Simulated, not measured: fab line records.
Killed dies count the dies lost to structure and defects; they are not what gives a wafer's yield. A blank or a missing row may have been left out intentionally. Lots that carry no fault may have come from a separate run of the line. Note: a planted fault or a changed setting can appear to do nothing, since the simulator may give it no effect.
What tool caused it? | flow berkeley cmos170 | 42 wafers from 14 lots sampled at 2 of the route's 331 steps

WHAT THE GAUGES READ, wafer by wafer
UCB170_PLDD_TW_MEAS_11.
lot  | measured     | on            | PLDD_TW
L665 | day 7 01:20  | film metro-01 | 1024 1024 1026
L666 | day 7 17:04  | film metro-01 | 1028 1024 1024
L668 | day 8 07:59  | film metro-03 | 1031 1021 1030
L672 | day 8 16:05  | film metro-02 | 1022 1023 1023
L674 | day 8 22:12  | film metro-01 | 1021 1025 1017
L673 | day 8 22:29  | film metro-03 | 1028 1018 1025
L677 | day 9 22:05  | film metro-01 | 1021 1010 1014
L680 | day 10 15:04 | film metro-02 | 1022 1023 1024
L681 | day 10 15:19 | film metro-01 | 1040 1038 1036 1034 1038 1037
L682 | day 11 02:48 | film metro-02 | 1036 1031 1029 1031 1037 1029
L684 | day 11 18:52 | film metro-03 | 1022 1020 1021
L687 | day 11 19:18 | film metro-03 | 1014 1014 1017
L686 | day 11 21:59 | film metro-01 | 1016 1020 1015
L688 | day 12 15:44 | film metro-02 | 1021 1028 1022

WHICH TOOL RAN EACH LOT (tool, then ch and the chambers of the sampled wafers, then the start)
lot  | UCB170_PLDD_IMPLANT_09
L665 | implanter-04 ch 0, day 7 01:05
L666 | implanter-02 ch 0, day 7 16:49
L668 | implanter-04 ch 0, day 8 07:45
L672 | implanter-03 ch 0, day 8 15:52
L674 | implanter-04 ch 0, day 8 21:57
L673 | implanter-03 ch 0, day 8 22:14
L677 | implanter-03 ch 0, day 9 21:51
L680 | implanter-02 ch 0, day 10 14:49
L681 | implanter-04 ch 0, day 10 15:05
L682 | implanter-04 ch 0, day 11 02:35
L684 | implanter-02 ch 0, day 11 18:38
L687 | implanter-03 ch 0, day 11 19:04
L686 | implanter-02 ch 0, day 11 21:44
L688 | implanter-03 ch 0, day 12 15:32
- UCB170_PLDD_IMPLANT_09

WHAT THE TOOLS THEMSELVES READ (means of the sampled wafers that have a number; where no wafer has one, the mark that the record gives instead)
UCB170_PLDD_IMPLANT_09.
lot  | tool         | beam energy keV
L665 | implanter-04 | 10.009
L666 | implanter-02 | 10.001
L668 | implanter-04 | 10.000
L672 | implanter-03 | 10.000
L674 | implanter-04 | 9.997
L673 | implanter-03 | 10.003
L677 | implanter-03 | 10.000
L680 | implanter-02 | 10.003
L681 | implanter-04 | 10.878
L682 | implanter-04 | 10.882
L684 | implanter-02 | 9.999
L687 | implanter-03 | 10.002
L686 | implanter-02 | 9.999
L688 | implanter-03 | 9.997

THE ANSWER, worked out from the rows above alone
Rule: the lots themselves supply what counts as usual. Put in order of their means at a reading, lots are off if they are a third of the lots or fewer, leave a main group of 4 or more, and stand apart from it by a gap of 3 or more times the standard deviation of the main group's means; of several such gaps the widest counts. A main group whose means are all the same, to the digits that the tables above print for the reading, isn't used. Also off: a lot with no number at a reading for which 4 or more lots have one. Where the step has rows for the other lots, those lots are counted as sound. After the gauges, taken in route order, come the tools' own readings; for these a lot's mean is taken, as printed above. At the first step where some lot is off, the reading lying furthest off is the one used; lots without a number count as furthest.
Off: L681, L682 (UCB170_PLDD_IMPLANT_09, beam energy keV). For the main group the mean is 10.001 and the standard deviation 0.0031.
If a tool, at that step or one of the process steps before it, ran each lot that is off and ran no sound lot following the first of them, it fits. One fits: UCB170_PLDD_IMPLANT_09 on implanter-04. Its last sound lot is L674 (day 8 21:57), its first lot that is off L681 (day 10 15:05): a fault that began between those two fits.
The tool's own readings at UCB170_PLDD_IMPLANT_09 bear it out: on the lots that are off they differ by more than 5 times the standard deviation of the sound lots' means. beam energy keV reads 10.880 there against 10.001 on the sound lots.

WHAT THE SIMULATOR PUT IN
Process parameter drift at UCB170_PLDD_IMPLANT_09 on implanter-04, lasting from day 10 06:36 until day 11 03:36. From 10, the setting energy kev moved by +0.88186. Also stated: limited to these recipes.
Struck lots among those shown: L681, L682. This agrees with what the rule above found.
